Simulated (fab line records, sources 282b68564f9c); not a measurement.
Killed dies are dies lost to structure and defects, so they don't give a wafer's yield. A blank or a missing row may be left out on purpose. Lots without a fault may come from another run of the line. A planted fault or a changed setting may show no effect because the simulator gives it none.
Split-lot experiment | flow rit_cmos | 5 lots, 23 wafers read, on a route of 202 steps

THE SPLIT
At RIT_REOX_OXIDATION_03 (target thk 25.2 nm, ox time 5580 s), the setting temp_c was moved away from the recipe's 900 C on 15 of the 23 wafers read, by -1.9% to +1.5%. The other wafers ran this setting at the recipe's value.

The file shows no step between the split and the reading.

THE READING
REOX_OXIDE_THK, in nm, at RIT_REOX_THK_MEAS_04. Fault-free wafers of this fab line usually give 25.4 nm, standard deviation 0.43 nm.

wafer  | tool, chamber at the split | temp_c as run, C | against the recipe | REOX_OXIDE_THK, nm | against lot-mates on the recipe
L075.1 | -, -                       | 911              | +1.2%              | 28.5               | no lot-mate on the recipe
L075.2 | -, -                       | 911              | +1.2%              | 28.5               | no lot-mate on the recipe
L075.4 | -, -                       | 911              | +1.2%              | 28.6               | no lot-mate on the recipe
L075.5 | -, -                       | 911              | +1.2%              | 28.7               | no lot-mate on the recipe
L075.6 | -, -                       | 911              | +1.2%              | 28.5               | no lot-mate on the recipe
L079.2 | -, -                       | 900              | recipe             | 25.3               | -
L079.3 | -, -                       | 900              | recipe             | 25.6               | -
L079.4 | -, -                       | 900              | recipe             | 25.5               | -
L079.5 | -, -                       | 900              | recipe             | 25.6               | -
L079.6 | -, -                       | 900              | recipe             | 25.8               | -
L080.2 | -, -                       | 883.2            | -1.9%              | 21.4               | no lot-mate on the recipe
L080.3 | -, -                       | 883.2            | -1.9%              | 21.7               | no lot-mate on the recipe
L080.4 | -, -                       | 883.2            | -1.9%              | 21.3               | no lot-mate on the recipe
L080.5 | -, -                       | 883.2            | -1.9%              | 21.3               | no lot-mate on the recipe
L080.6 | -, -                       | 883.2            | -1.9%              | 20.8               | no lot-mate on the recipe
L082.2 | -, -                       | 913.7            | +1.5%              | 28.7               | no lot-mate on the recipe
L082.3 | -, -                       | 913.7            | +1.5%              | 28.8               | no lot-mate on the recipe
L082.4 | -, -                       | 913.7            | +1.5%              | 29.0               | no lot-mate on the recipe
L082.5 | -, -                       | 913.7            | +1.5%              | 28.5               | no lot-mate on the recipe
L082.6 | -, -                       | 913.7            | +1.5%              | 28.8               | no lot-mate on the recipe
L084.1 | furnace-03, 0              | 900              | recipe             | 25.1               | -
L084.2 | furnace-03, 0              | 900              | recipe             | 25.5               | -
L084.6 | furnace-03, 0              | 900              | recipe             | 25.4               | -

THE FIT
A straight line over all 23 wafers: REOX_OXIDE_THK changes by +2.27 nm for each +1% of temp_c; r = +1.00; the points scatter about the line by 0.27 nm.
Too few moved wafers have a lot-mate on the recipe to fit a line with each lot's own level taken away.

THE WHOLE CHAIN: every reading that the file lists as answering this split, in the file's order
step                  | what it does                       | reading                                                                           | change (the file's fit)              | r (the file's)
RIT_REOX_OXIDATION_03 | target thk 25.2 nm, ox time 5580 s | SiO2_of_REOX_OXIDATION_03.thk_nm (the simulator's own value, which no gauge read) | +2.26 nm for each +1% of the setting | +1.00
RIT_REOX_THK_MEAS_04  |                                    | REOX_OXIDE_THK                                                                    | +2.26 for each +1% of the setting    | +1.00
RIT_SPACER_CLEAN_00   | cleans in SC1, time 600 s          | SiO2_of_REOX_OXIDATION_03.thk_nm (the simulator's own value, which no gauge read) | +2.09 nm for each +1% of the setting | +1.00

THE FILE'S OWN FIT
REOX_OXIDE_THK changes by +2.26 nm for each +1% of temp_c, r = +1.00.
